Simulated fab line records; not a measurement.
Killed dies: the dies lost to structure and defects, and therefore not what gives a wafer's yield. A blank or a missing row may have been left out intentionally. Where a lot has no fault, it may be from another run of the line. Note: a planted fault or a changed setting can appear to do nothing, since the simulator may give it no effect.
fab line records | flow rit_cmos
record lots=7 | wafers=21 | last_day=6
route steps=202 shown NWELL@30 PWELL@39 M1@202
lots that met no fault: from a run of the same line without faults
start_h: start of the lot's first displayed wafer, in hours after the record's first day | wait_h: hours since the lot's step before | " repeats the value in the row above | L1.1+2: one row covering several wafers at once | - no value, or no start was given | * or withheld: withheld | < > ~ a bound
route shown NAME@n: names a module that has steps shown in the file, with the first one's number in the route | usual: mean and standard deviation over wafers with no fault | same: alike in all rows | chamber/n: place in a boat | sites: readings site by site | _std_site: the standard deviation of these | _edge_site: outer sites' mean less inner sites' | radius_mm: for every site, how far away it sits from the centre of the wafer | mask NAME#n: copy n | behind: the tool/chamber that last shaped the wafer | hold: why the lot went on hold/how many hours it stayed there/how the hold came to an end | device: names the non-switching transistor (n, p or np) | end of line: the same wafers' tests at the end of the route | a step with no rows: only its recipe | killed: the dies lost at the first sort to structure and to defects; this is not the yield of the wafer | map: a wafer's dies, x killed, . not, _ none there
set.NAME: the setting the step ran with; set.NAME@STEP: the setting that earlier step ran with | model.NAME: the simulator's own value behind a step, which no gauge read
a table for each step, a row for each wafer; lots at some steps of the route
services: when a tool's chamber went out of use (start_h, in hours from the record's first day, below 0 if earlier), for how many hours, and the reason
## steps
# step RIT_NWELL_SOFTBAKE_02
# recipe resist=NOVOLAK | temp_c=90 | time_s=60
# step RIT_NWELL_EXPOSE_03
# recipe mask_id=M2 | na=0.57 | target_cd_nm=43900 | dose_mj=250
# step RIT_NWELL_PEB_04
# recipe resist=NOVOLAK | temp_c=withheld | time_s=withheld
# step RIT_NWELL_DEVELOP_05
# recipe resist=NOVOLAK | develop_time_s=68 | dev_temp_c=23
# step RIT_NWELL_OVL_MEAS_06
# usual NWELL_OVL=-1.2/1.4
lot.wafer | tool       | chamber | start_h | wait_h | NWELL_OVL[nm]
L153.2    | overlay-01 | -       | 23.00   | -      | -0.9
L153.3    | "          | -       | "       | "      | -2.3
L153.6    | "          | -       | "       | "      | 0.1
L155.1    | overlay-01 | -       | 32.73   | -      | -2.8
L155.5    | "          | -       | "       | "      | -1.9
L155.6    | "          | -       | "       | "      | -2.5
L160.3    | overlay-01 | -       | 57.17   | -      | -2.0
L160.4    | "          | -       | "       | "      | -1.6
L160.6    | "          | -       | "       | "      | -4.0
L161.2    | overlay-02 | -       | 65.98   | -      | -2.1
L161.3    | "          | -       | "       | "      | -1.6
L161.4    | "          | -       | "       | "      | -1.4
L162.2    | overlay-01 | -       | 68.70   | -      | -0.6
L162.3    | "          | -       | "       | "      | -0.2
L162.4    | "          | -       | "       | "      | -2.1
L168.2    | overlay-02 | -       | 102.82  | -      | -0.5
L168.4    | "          | -       | "       | "      | 0.2
L168.6    | "          | -       | "       | "      | -0.3
L169.3    | overlay-01 | -       | 108.60  | -      | -1.2
L169.5    | "          | -       | "       | "      | -1.1
L169.6    | "          | -       | "       | "      | -0.3
# step RIT_NWELL_HARDBAKE_07
# recipe resist=NOVOLAK | temp_c=140 | time_s=120
# step RIT_NWELL_IMPLANT_08
# recipe species=P | energy_kev=170 | dose_cm2=4.932e+13 | tilt_deg=7
# step RIT_NWELL_STRIP_09
# recipe chemistry=O2 | time_s=180 | resist=NOVOLAK | platen_temp_c=withheld | power_w=500 | pressure_mtorr=4000 | o2_flow_sccm=4000
# usual chamber_pressure_mTorr=4000/3.6 | drypump_motor_current_A=6.0/0.4 | rf_refl_power_W=7.3/1.7
lot.wafer | tool            | chamber | start_h | wait_h | chamber_pressure_mTorr | drypump_motor_current_A | rf_hours_counter_h | rf_refl_power_W
L153.2    | plasma_asher-02 | 0       | 23.43   | 0.1    | 4005                   | 6.6                     | 39                 | 7.7
L153.3    | "               | 0       | "       | "      | 4000                   | 6.6                     | -                  | 7.8
L153.6    | "               | 1       | "       | "      | 3997                   | 6.4                     | -                  | 4.1
L155.1    | plasma_asher-02 | 1       | 33.17   | 0.1    | 4001                   | 6.3                     | 40                 | 4.3
L155.5    | "               | 0       | "       | "      | 4004                   | 6.6                     | -                  | 7.7
L155.6    | "               | 1       | "       | "      | 3994                   | 6.3                     | -                  | 3.9
L160.3    | plasma_asher-01 | 0       | 57.65   | 0.1    | 3997                   | 5.8                     | -                  | 8.8
L160.4    | "               | 1       | "       | "      | 3997                   | 5.5                     | -                  | 8.5
L160.6    | "               | 0       | "       | "      | 3999                   | 5.8                     | -                  | 8.1
L161.2    | plasma_asher-01 | 0       | 66.41   | 0.1    | 3995                   | 5.8                     | 45                 | 7.7
L161.3    | "               | 1       | "       | "      | 4001                   | 5.5                     | -                  | 8.4
L161.4    | "               | 0       | "       | "      | 4001                   | 5.8                     | -                  | 8.8
L162.2    | plasma_asher-01 | 0       | 69.13   | 0.1    | 4004                   | 5.8                     | 45                 | 9.0
L162.3    | "               | 0       | "       | "      | 4016                   | 5.8                     | -                  | 8.4
L162.4    | "               | 1       | "       | "      | 3998                   | 5.5                     | -                  | 8.4
L168.2    | plasma_asher-01 | 0       | 103.25  | 0.1    | 4000                   | 5.8                     | 48                 | 9.0
L168.4    | "               | 0       | "       | "      | 4002                   | 5.8                     | -                  | 8.7
L168.6    | "               | 1       | "       | "      | 4000                   | 5.5                     | -                  | 8.6
L169.3    | plasma_asher-02 | 0       | 109.08  | 0.1    | 4005                   | 6.6                     | -                  | 7.6
L169.5    | "               | 0       | "       | "      | 4008                   | 6.6                     | -                  | 7.6
L169.6    | "               | 1       | "       | "      | 3999                   | 6.3                     | -                  | 3.7
# step RIT_NWELL_TW_MEAS_10
# usual NWELL_TW=2129/19
lot.wafer | tool          | chamber | start_h | wait_h | NWELL_TW
L153.2    | film_metro-04 | -       | 23.61   | 0.1    | 2116
L153.3    | "             | -       | "       | "      | 2116
L153.6    | "             | -       | "       | "      | 2119
L155.1    | film_metro-03 | -       | 33.34   | 0.1    | 2157
L155.5    | "             | -       | "       | "      | 2154
L155.6    | "             | -       | "       | "      | 2160
L160.3    | film_metro-03 | -       | 57.79   | 0.1    | 2167
L160.4    | "             | -       | "       | "      | 2153
L160.6    | "             | -       | "       | "      | 2164
L161.2    | film_metro-04 | -       | 66.60   | 0.1    | 2121
L161.3    | "             | -       | "       | "      | 2113
L161.4    | "             | -       | "       | "      | 2121
L162.2    | film_metro-01 | -       | 69.32   | 0.1    | 2137
L162.3    | "             | -       | "       | "      | 2131
L162.4    | "             | -       | "       | "      | 2134
L168.2    | film_metro-01 | -       | 103.86  | 0.6    | 2127
L168.4    | "             | -       | "       | "      | 2128
L168.6    | "             | -       | "       | "      | 2128
L169.3    | film_metro-04 | -       | 109.22  | 0.1    | 2132
L169.5    | "             | -       | "       | "      | 2119
L169.6    | "             | -       | "       | "      | 2126
# step RIT_PWELL_HMDS_00
# recipe prime_time_s=60 | prime_temp_c=140
# step RIT_PWELL_COAT_01
# recipe resist=NOVOLAK | spin_rpm=2000 | resist_thk_nm=1300
# step RIT_PWELL_SOFTBAKE_02
# recipe resist=NOVOLAK | temp_c=90 | time_s=60
# step RIT_PWELL_EXPOSE_03
# recipe mask_id=M3 | na=0.57 | target_cd_nm=43700 | dose_mj=250
lot.wafer  | tool             | chamber | start_h | wait_h | mask | model.PWELL.overlay_x_nm
L153.2+3+6 | iline_stepper-02 | 0       | 24.13   | 0.1    | M3#0 | -0.8147
L155.1+5+6 | iline_stepper-01 | 0       | 33.98   | 0.2    | M3#0 | -1.586
L160.3+4+6 | iline_stepper-02 | 0       | 58.56   | 0.2    | M3#0 | 238.3
L161.2+3+4 | iline_stepper-02 | 0       | 67.12   | 0.1    | M3#0 | 239
L162.2+3+4 | iline_stepper-02 | 0       | 69.84   | 0.1    | M3#0 | 240.7
L168.2+4+6 | iline_stepper-01 | 0       | 104.51  | 0.2    | M3#0 | -2.021
L169.3+5+6 | iline_stepper-01 | 0       | 109.75  | 0.1    | M3#0 | -1.282
# step RIT_PWELL_PEB_04
# recipe resist=NOVOLAK | temp_c=withheld | time_s=withheld
# step RIT_PWELL_DEVELOP_05
# recipe resist=NOVOLAK | develop_time_s=68 | dev_temp_c=22.6
# step RIT_PWELL_OVL_MEAS_06
# usual PWELL_OVL=-0.7/1.2
lot.wafer | tool       | chamber | start_h | wait_h | hold                     | PWELL_OVL[nm]
L153.2    | overlay-02 | -       | 24.55   | -      | -                        | -0.4
L153.3    | "          | -       | "       | "      | -                        | -2.1
L153.6    | "          | -       | "       | "      | -                        | -0.4
L155.1    | overlay-02 | -       | 34.41   | -      | -                        | -1.7
L155.5    | "          | -       | "       | "      | -                        | -1.7
L155.6    | "          | -       | "       | "      | -                        | -2.2
L160.3    | overlay-01 | -       | 58.96   | -      | await_dispo/0.2h/release | 238.1
L160.4    | "          | -       | "       | "      | await_dispo/0.2h/release | 238.8
L160.6    | "          | -       | "       | "      | await_dispo/0.2h/release | 237.1
L160.3    | overlay-01 | -       | 59.16   | 0.2    | -                        | 239.0
L160.4    | "          | -       | "       | "      | -                        | 238.8
L160.6    | "          | -       | "       | "      | -                        | 237.3
L161.2    | overlay-01 | -       | 67.54   | -      | await_dispo/0.2h/release | 239.8
L161.3    | "          | -       | "       | "      | await_dispo/0.2h/release | 239.8
L161.4    | "          | -       | "       | "      | await_dispo/0.2h/release | 239.6
L161.2    | overlay-01 | -       | 67.74   | 0.2    | -                        | 240.3
L161.3    | "          | -       | "       | "      | -                        | 239.9
L161.4    | "          | -       | "       | "      | -                        | 239.8
L162.2    | overlay-02 | -       | 70.25   | -      | await_dispo/0.2h/release | 240.4
L162.3    | "          | -       | "       | "      | await_dispo/0.2h/release | 239.7
L162.4    | "          | -       | "       | "      | await_dispo/0.2h/release | 239.2
L162.2    | overlay-02 | -       | 70.45   | 0.2    | -                        | 241.2
L162.3    | "          | -       | "       | "      | -                        | 240.5
L162.4    | "          | -       | "       | "      | -                        | 239.8
L168.2    | overlay-01 | -       | 104.93  | -      | -                        | -2.3
L168.4    | "          | -       | "       | "      | -                        | -3.5
L168.6    | "          | -       | "       | "      | -                        | -3.3
L169.3    | overlay-01 | -       | 110.15  | -      | -                        | 0.4
L169.5    | "          | -       | "       | "      | -                        | 0.8
L169.6    | "          | -       | "       | "      | -                        | 0.7
# step RIT_M1_PROBE_99
# usual defect_limited_yield=97.5/1.1 | killed_at_contacts=0.1/0.23 | killed_at_front_end=6.6/2.9 | killed_dies=6.7/3 | killed_open=3.5/2.1 | killed_short=3.2/1.8 | sort_bin_3_pad_short=0.1/0.19 | sort_bin_5_function=1.4/0.84 | sort_bin_6_memory=1.0/0.67 | sort_n_pass=257.3/3 | sort_yield_pct=97.5/1.1
# same gross_dies=264 | killed_at_M0_to_M3=0 | killed_at_M4_up=0 | killed_at_back_side=0 | killed_at_other=0
lot.wafer | tool      | chamber | start_h | wait_h | defect_limited_yield[%] | killed_at_contacts | killed_at_front_end | killed_dies | killed_open | killed_short | sort_bin_3_pad_short[%] | sort_bin_5_function[%] | sort_bin_6_memory[%] | sort_n_pass | sort_yield_pct[%]
L153.2    | prober-02 | -       | 61.25   | 0.1    | 96.6                    | 0                  | 9                   | 9           | 5           | 4            | 0                       | 2.3                    | 1.1                  | 255.0       | 96.6
L153.3    | prober-02 | -       | 61.30   | 0.2    | 96.6                    | 0                  | 9                   | 9           | 4           | 5            | 0.4                     | 2.3                    | 0.8                  | 255.0       | 96.6
L153.6    | prober-02 | -       | 61.45   | 0.2    | 98.5                    | 0                  | 4                   | 4           | 2           | 2            | 0                       | 1.1                    | 0.4                  | 260.0       | 98.5
L169.3    | prober-02 | -       | 154.37  | 0.2    | 98.5                    | 0                  | 4                   | 4           | 1           | 3            | 0                       | 1.1                    | 0.4                  | 260.0       | 98.5
L169.5    | prober-02 | -       | 154.47  | 0.2    | 97.0                    | 0                  | 8                   | 8           | 4           | 4            | 0                       | 1.9                    | 1.1                  | 256.0       | 97.0
L169.6    | prober-02 | -       | 154.52  | 0.2    | 97.7                    | 0                  | 6                   | 6           | 4           | 2            | 0                       | 1.5                    | 0.8                  | 258.0       | 97.7
# killed by level:class
L153.2 FOX2:geometric_particle:open=4 GATE:geometric_particle:short=2 SPACER:geometric_particle:short=2 GATE:geometric_particle:open=1
L153.3 FOX2:geometric_particle:open=2 FOX1:geometric_particle:short=1 FOX2:geometric_particle:short=1 GATE:geometric_particle:open=1 REOX:geometric_particle:short=1 SPACER:geometric_particle:short=1 SILICIDE:geometric_particle:open=1 SILICIDE:geometric_particle:short=1
L153.6 REOX:geometric_particle:open=2 GATE:geometric_particle:short=1 SILICIDE:geometric_particle:short=1
L169.3 GATE:geometric_particle:short=1 GATE:geometric_particle:open=1 REOX:geometric_particle:short=1 SPACER:geometric_particle:short=1
L169.5 FOX1:geometric_particle:short=2 SILICIDE:geometric_particle:open=2 GATE:geometric_particle:open=1 GATE:geometric_particle:short=1 SPACER:geometric_particle:open=1 SPACER:geometric_particle:short=1
L169.6 GATE:geometric_particle:open=3 REOX:geometric_particle:open=1 SPACER:geometric_particle:short=1 SILICIDE:geometric_particle:short=1
## services
tool             | chamber | start_h | hours | kind
plasma_asher-02  | -       | 39.68   | 0.8   | repair
iline_stepper-01 | -       | 57.30   | 1.7   | pm
plasma_asher-01  | -       | 108.75  | 9.0   | pm
plasma_asher-01  | 0       | 108.75  | 9.0   | vent_cycle
plasma_asher-01  | 1       | 108.75  | 9.0   | vent_cycle
## key
first_sign step=RIT_PWELL_OVL_MEAS_06 | reading=visit | direction=added
effect step=RIT_PWELL_OVL_MEAS_06 | reading=PWELL_OVL | direction=up | sigmas=99+ | usual=-0.7 | struck=239.2
model_effect step=RIT_PWELL_EXPOSE_03 | value=PWELL.overlay_x_nm | without=-0.649 | struck=239.4
met_at RIT_PWELL_EXPOSE_03
struck_wafers L160.3,L160.4,L160.6,L161.2,L161.3,L161.4,L162.2,L162.3,L162.4
scrapped_behind RIT_PWELL_OVL_MEAS_06 L160.3,L160.4,L160.6,L161.2,L161.3,L161.4,L162.2,L162.3,L162.4
onset_between 24.13 58.56
fault kind=scanner_matching_overlay | tool=iline_stepper-02 | chamber=- | onset_h=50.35 | steps=RIT_PWELL_EXPOSE_03 | offset=240
